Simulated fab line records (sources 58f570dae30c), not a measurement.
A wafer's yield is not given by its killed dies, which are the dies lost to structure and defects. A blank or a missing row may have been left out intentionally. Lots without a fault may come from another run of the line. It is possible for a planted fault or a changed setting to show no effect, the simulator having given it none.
The tool behind it: which one? + flow berkeleyCmos170 + 21 wafers from 7 lots sampled at 3 of the route's 331 steps

== WHAT THE GAUGES READ, wafer by wafer ==
UCB170_M3_THK_MEAS_03: measures by xrf.
| lot  | measured     | on           | M3_AL_THK (nm) |
|------|--------------|--------------|----------------|
| L397 | day 9 00:37  | filmMetro-04 | 904 909 889    |
| L399 | day 9 14:22  | filmMetro-03 | 917 927 923    |
| L402 | day 10 14:10 | filmMetro-03 | 919 923 931    |
| L404 | day 10 16:09 | filmMetro-04 | 917 906 901    |
| L412 | day 12 19:36 | filmMetro-03 | 929 922 933    |
| L413 | day 13 15:30 | filmMetro-03 | 899 912 905    |
| L417 | day 13 22:05 | filmMetro-03 | 910 914 916    |

== WHAT TOOL EACH LOT RAN ON (gives the tool, then ch and the chambers of the sampled wafers, and finally the start) ==
| lot  | UCB170_V2_STRIP_15                  | UCB170_M3_SPUTTER_01        |
|------|-------------------------------------|-----------------------------|
| L397 | plasmaAsher-03 ch 0,1, day 9 00:08  | pvdSputter-01, day 9 00:23  |
| L399 | plasmaAsher-01 ch 0,1, day 9 13:52  | pvdSputter-01, day 9 14:08  |
| L402 | plasmaAsher-02 ch 0,1, day 10 13:40 | pvdSputter-04, day 10 13:58 |
| L404 | plasmaAsher-03 ch 0,1, day 10 15:40 | pvdSputter-04, day 10 15:57 |
| L412 | plasmaAsher-03 ch 0,1, day 12 19:08 | pvdSputter-04, day 12 19:23 |
| L413 | plasmaAsher-01 ch 0,1, day 13 14:59 | pvdSputter-04, day 13 15:17 |
| L417 | plasmaAsher-03 ch 0,1, day 13 21:35 | pvdSputter-04, day 13 21:52 |
- UCB170_V2_STRIP_15: strips in O2.
- UCB170_M3_SPUTTER_01: material Al, target thk 900 nm, time 120 s.

== THE ANSWER, worked out from the rows above alone ==
Rule: what is usual is taken from the lots themselves. The widest of any qualifying gaps counts: lots, ordered by their means at a reading, are off when they make up no more than a third of the lots, leave a main group of 4 or more, and stand apart from it by 3 or more times the standard deviation of that group's means. If all means in a main group match to the digits the tables above print for the reading, that group is not used. Also off: a lot with no number at a reading for which 4 or more lots have one. All remaining lots with rows at the step are treated as sound.
Across all readings shown, no lot is off: no conclusion can be drawn from this.

== WHAT THE SIMULATOR HAD PUT IN ==
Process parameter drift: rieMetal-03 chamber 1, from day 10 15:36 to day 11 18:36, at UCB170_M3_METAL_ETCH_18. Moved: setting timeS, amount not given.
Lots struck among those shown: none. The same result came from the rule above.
